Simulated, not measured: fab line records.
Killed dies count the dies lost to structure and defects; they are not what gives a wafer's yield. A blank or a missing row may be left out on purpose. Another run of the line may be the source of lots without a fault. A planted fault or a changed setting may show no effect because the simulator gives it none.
Comparing a struck lot with a sound one || flow rit-cmos || 18 steps out of a route of 202
Sound: wafers L274.3, L274.5, L274.6. Wafers L288.1, L288.2, L288.3 were the ones struck. The cause comes at the end.
Order at every step that has rows: each side's tool, ch and its chambers, its first start. Under that, the readings that differ: sound wafers || struck wafers || difference of the means || sigmas: that difference in standard deviations of wafers without a fault.
alike: words and numbers the same on both sides, and readings whose means are apart by under 2 such deviations; not compared: readings that were withheld, readings missing a value for some wafer, numbers with overlapping values and no deviation given by the record, and bounds like >300 which may hide the same value.
The two part at a step that has a row with sigmas, a row that says differs or no value, or rows on one side only. When numbers do not overlap yet have no deviation, they are printed without sigmas and do not part them. Lack of a reading on every wafer of one side parts them only where that side has two or more wafers.

RIT_M1_SPUTTER_00: material Al, target thk 400 nm, time 500 s.
  sound: pvd-sputter-04 at day 4 12:47; struck: pvd-sputter-02 at day 7 04:42
{"reading": "cathode-dc-power-W (W)", "sound": "2000.1 2000.6 2000.4", "struck": "1999.3 2000.2 1999.3", "difference": -0.8, "sigmas": -2}
  alike: throttle-valve-pct
RIT_M1_RS_MEAS_01: a four-point-probe measurement.
  sound: film-metro-03 at day 4 13:07; struck: film-metro-03 at day 7 05:00
  alike: M1_AL_RS
RIT_M1_THK_MEAS_02: measures by xrf.
  sound: film-metro-03 at day 4 13:13; struck: film-metro-03 at day 7 05:07
  alike: M1_AL_THK
then, 6 steps without rows for these wafers: RIT_M1_HMDS_03 (prime time 60 s); RIT_M1_COAT_04 (resist thk 1300 nm); RIT_M1_SOFTBAKE_05 (time 60 s); RIT_M1_EXPOSE_06 (exposes mask M12, target cd 2600 nm); RIT_M1_PEB_07; RIT_M1_DEVELOP_08 (develop time 68 s).
RIT_M1_CD_MEAS_09: the cd target is 2600 nm.
  sound: cd-sem-02 at day 4 14:20; struck: cd-sem-01 at day 7 06:11
  alike: cd-nm
RIT_M1_OVL_MEAS_10:
  sound: overlay-02 at day 4 14:25; struck: overlay-02 at day 7 06:18
  alike: M1_OVL
then, 1 step without rows for these wafers: RIT_M1_HARDBAKE_11 (time 120 s).
RIT_M1_METAL_ETCH_12: etches Al in Cl2/BCl3, stops on SiO2, time 165 s, target depth 600 nm.
  sound on rie-metal-03 ch 0,1, day 4 14:45; struck on rie-metal-03 ch 0,1, day 7 06:35
{"reading": "oes-product-au (a.u.)", "sound": "0.795 0.789 0.787", "struck": "0.986 0.997 1.007", "difference": "+0.206", "sigmas": "+16"}
{"reading": "run-length-s (s)", "sound": "194.0 193.8 193.1", "struck": "94.0 94.3 94.2", "difference": -99.5, "sigmas": "-99 or more"}
{"reading": "model.NOVOLAK_of_M1_COAT_04.thk-nm (nm)", "sound": "813.3 814.5 813.4", "struck": "1005 1003 1003", "difference": "+190", "sigmas": ""}
{"reading": "model.M1.feature-depth-nm (nm)", "sound": "439.1 440.1 433.8", "struck": "235.2 238 238.6", "difference": -200.4, "sigmas": ""}
{"reading": "model.etch.depth-nm (nm)", "sound": "407 408.2 402", "struck": "235.2 238 238.6", "difference": -168.5, "sigmas": ""}
  alike: chamber-pressure-mTorr, drypump-motor-current-A, throttle-valve-pct
  not compared: rf-hours-counter-h
then, 1 step without rows for these wafers: RIT_M1_STRIP_13 (strips in nmp, time 600 s).
RIT_M1_STRIP_14: strips in O2, time 180 s.
  sound on plasma-asher-02 ch 0,1, day 4 15:06; struck on plasma-asher-01 ch 0,1, day 7 06:55
  alike: chamber-pressure-mTorr, drypump-motor-current-A
  not compared: rf-hours-counter-h
RIT_M1_CD_MEAS_90: the cd target is 2600 nm.
  sound: cd-sem-02 at day 4 15:16; struck: cd-sem-02 at day 7 07:06
{"reading": "cd-nm (nm)", "sound": "2603.1 2603.8 2606.9", "struck": "2615.8 2611.2 2616.4", "difference": "+9.9", "sigmas": "+4"}
then, 1 step without rows for these wafers: RIT_M1_ANNEAL_15 (time 1800 s).
RIT_M1_PROBE_99:
  sound: prober-01 at day 4 17:20; struck: prober-02 at day 7 08:50
{"reading": "defect-limited-yield (%)", "sound": "97.3 98.9 97.7", "struck": "0 0 0", "difference": -98, "sigmas": -89}
{"reading": "killed_at_M0_to_M3", "sound": "0 0 0", "struck": "250 254 256", "difference": "+253", "sigmas": "+99 or more"}
{"reading": "killed-dies", "sound": "7 3 6", "struck": "264 264 264", "difference": "+259", "sigmas": "+86"}
{"reading": "killed-on-rim", "sound": "3 1 1", "struck": "70 70 70", "difference": "+68", "sigmas": "+49"}
{"reading": "sort_bin_5_function (%)", "sound": "0.8 0.8 1.5", "struck": "97.7 97.7 99.2", "difference": "+97.2", "sigmas": "+99 or more"}
{"reading": "sort-n-pass", "sound": "257.0 261.0 258.0", "struck": "0 0 0", "difference": -259, "sigmas": -86}
{"reading": "sort-yield-pct (%)", "sound": "97.3 98.9 97.7", "struck": "0 0 0", "difference": -98, "sigmas": -89}
{"reading": "model.etest.tester.sort-n-pass", "sound": "257 261 258", "struck": "0 0 0", "difference": -259, "sigmas": ""}
{"reading": "model.etest.tester.sort-yield-pct (%)", "sound": "97.35 98.86 97.73", "struck": "0 0 0", "difference": -98, "sigmas": ""}
{"reading": "model.etest.tester.sort_bin_5_pct (%)", "sound": "0.7576 0.7576 1.515", "struck": "97.73 97.73 99.24", "difference": "+97.22", "sigmas": ""}
{"reading": "model.etest.diode-nplus-comb.short", "sound": "0 0 0", "struck": "1 1 1", "difference": "+1", "sigmas": ""}
{"reading": "model.etest.vpnp.short", "sound": "0 0 0", "struck": "1 1 1", "difference": "+1", "sigmas": ""}
{"reading": "model.etest.retro-edge-nmos.over-limit", "sound": "0 0 0", "struck": "1 1 1", "difference": "+1", "sigmas": ""}
{"reading": "model.etest.select-edge-diode-p.over-limit", "sound": "0 0 0", "struck": "1 1 1", "difference": "+1", "sigmas": ""}
{"reading": "model.etest.diode-nplus-pwell.short", "sound": "0 0 0", "struck": "1 1 1", "difference": "+1", "sigmas": ""}
  alike: killed-at-contacts, killed-at-front-end, killed-open, killed-short, sort_bin_3_pad_short, sort_bin_6_memory

== WHERE THEY PART ==
At RIT_M1_SPUTTER_00 first; at RIT_M1_PROBE_99 last (within this record only).

WHY: whatever the simulator had introduced
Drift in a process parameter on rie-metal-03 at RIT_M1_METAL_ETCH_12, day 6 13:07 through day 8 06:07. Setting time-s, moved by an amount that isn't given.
